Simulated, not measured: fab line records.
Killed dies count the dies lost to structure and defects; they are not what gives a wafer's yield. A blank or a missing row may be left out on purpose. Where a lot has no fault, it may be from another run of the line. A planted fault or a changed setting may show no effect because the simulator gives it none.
8D (eight disciplines) problem report, filled in by code	flow berkeley cmos170	the parts of the form that need people (team, actions taken, sign-off) are left out

1. WHAT IS WRONG
Mean CONTACT_OVL at UCB170_CONTACT_OVL_MEAS_16: 70 nm over 6 wafers in 2 lots; fault-free wafers: 0 nm, standard deviation 6.1. Relative to the usual mean, that is a shift of +12 standard deviations.
Seen first at day 9 08:17 on overlay-01, wafer L371.1. The record holds 42 wafers of 14 lots with a number at this step. The rule behind "out" and "out of limits": a value lying over 4 standard deviations away from the usual mean. The rest of the wafers with a number are treated as sound.

2. WHAT IT IS, WHAT IT ISN'T
question	is	is not
which readings at this step	CONTACT_OVL	-
which lots	L371, L374	L362, L363, L364, L365, L366, L370, L372, L373, L376, L382, L384, L385
which wafers of those lots	all that have a number	-
read on which gauges	overlay-01	overlay-02
when	from day 9 08:17	up to then (21 sound wafers); but 15 sound wafers of L373, L376, L382, L384, L385 came after

3. THE SUSPECTS, EACH WITH WHAT RULES IT OUT
Counting: any tool at a process step up to the reading is kept as a suspect provided that every lot that is out went through it and no sound lot did after the first of them.
- the gauge at UCB170_CONTACT_OVL_MEAS_16: kept. All the wafers that are out were read on overlay-01, and no step on other tools shows them out.
- krf scanner-01 at UCB170_CONTACT_EXPOSE_12 (exposes mask CONT, target cd 700 nm): kept. It processed each lot that is out, first L371 at day 9 07:47, and no sound lot thereafter; up to then, the last sound lot it processed was L372 at day 9 06:32.
After counting, krf scanner-01 at UCB170_CONTACT_EXPOSE_12 and overlay-01 at UCB170_CONTACT_OVL_MEAS_16 remain.

4. THE CAUSE (what the simulator had put in)
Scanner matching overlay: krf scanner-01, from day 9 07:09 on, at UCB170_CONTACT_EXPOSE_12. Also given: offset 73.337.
Counting left 2 suspects, and this tool is among them.

5. SEQUENCE OF EFFECTS, ordered by route
One row per reading whose mean, taken over the struck wafers that have a number, lies over 3 standard deviations from the usual. Readings are gone through only where the record gives a usual standard deviation; hours: the median, over the lots, of the time from a lot's start at the first step in this table giving one to that lot's start at this step; sigmas: the change measured in usual standard deviations.
hours	step	reading	usual	on struck wafers	change	sigmas
0	UCB170_CONTACT_OVL_MEAS_16	CONTACT_OVL	0 nm	70	+70	+12
Later measuring or inspecting steps at which every struck wafer that the step has a row for has a number for every such reading, and none has moved that far: UCB170_M1_THK_MEAS_02.

6. WHAT WOULD HAVE CAUGHT IT SOONER
In this record the first reading out of limits at a measuring or inspecting step was taken at day 9 08:17, 1 hour after the fault began at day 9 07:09.
Of the lots that are out (2), L374 began UCB170_CONTACT_EXPOSE_12 on krf scanner-01 after day 9 08:17. Holding the tool at that time would have saved it.
